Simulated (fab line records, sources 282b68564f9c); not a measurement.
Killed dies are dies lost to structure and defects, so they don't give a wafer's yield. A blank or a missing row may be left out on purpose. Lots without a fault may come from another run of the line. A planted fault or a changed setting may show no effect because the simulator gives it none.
Which tool did it? | flow rit_cmos | 7 lots, 21 wafers sampled, at 2 steps of a route of 202

WHAT THE GAUGES READ, wafer by wafer
RIT_M1_BOW_MEAS_16.
lot  | measured    | on            | M1_BOW (um)
L180 | day 3 17:20 | film_metro-04 | 12 10 8
L183 | day 4 09:06 | film_metro-02 | 12 13 22
L185 | day 4 15:26 | film_metro-03 | 23 7 22
L188 | day 5 06:00 | film_metro-02 | 14 35 20
L195 | day 6 17:55 | film_metro-03 | 16 16 17
L198 | day 7 08:55 | film_metro-02 | 16 8 19
L201 | day 7 23:49 | film_metro-02 | 10 16 23

WHICH TOOL RAN EACH LOT (tool, then ch and the chambers of the sampled wafers, then the start)
lot  | RIT_NLDD_COAT_01
L180 | litho_track-01 ch 0, day 2 22:55
L183 | litho_track-01 ch 0, day 3 16:49
L185 | litho_track-03 ch 0, day 3 23:07
L188 | litho_track-03 ch 0, day 4 13:49
L195 | litho_track-02 ch 0, day 6 00:34
L198 | litho_track-01 ch 0, day 6 15:45
L201 | litho_track-03 ch 0, day 7 07:38
- RIT_NLDD_COAT_01: resist thk 1000 nm.

THE ANSWER, worked out from the rows above alone
Rule: what is usual is taken from the lots themselves. Put in order of their means at a reading, lots are off if they are a third of the lots or fewer, leave a main group of 4 or more, and stand apart from it by a gap of 3 or more times the standard deviation of the main group's means; of several such gaps the widest counts. A main group whose means are all the same, to the digits that the tables above print for the reading, isn't used. A lot without any number at a reading at which 4 lots or more have one is off too. The other lots that the step has rows for count as sound.
No lot is off at any reading shown: from this, nothing can be told.

WHAT THE SIMULATOR HAD PUT IN
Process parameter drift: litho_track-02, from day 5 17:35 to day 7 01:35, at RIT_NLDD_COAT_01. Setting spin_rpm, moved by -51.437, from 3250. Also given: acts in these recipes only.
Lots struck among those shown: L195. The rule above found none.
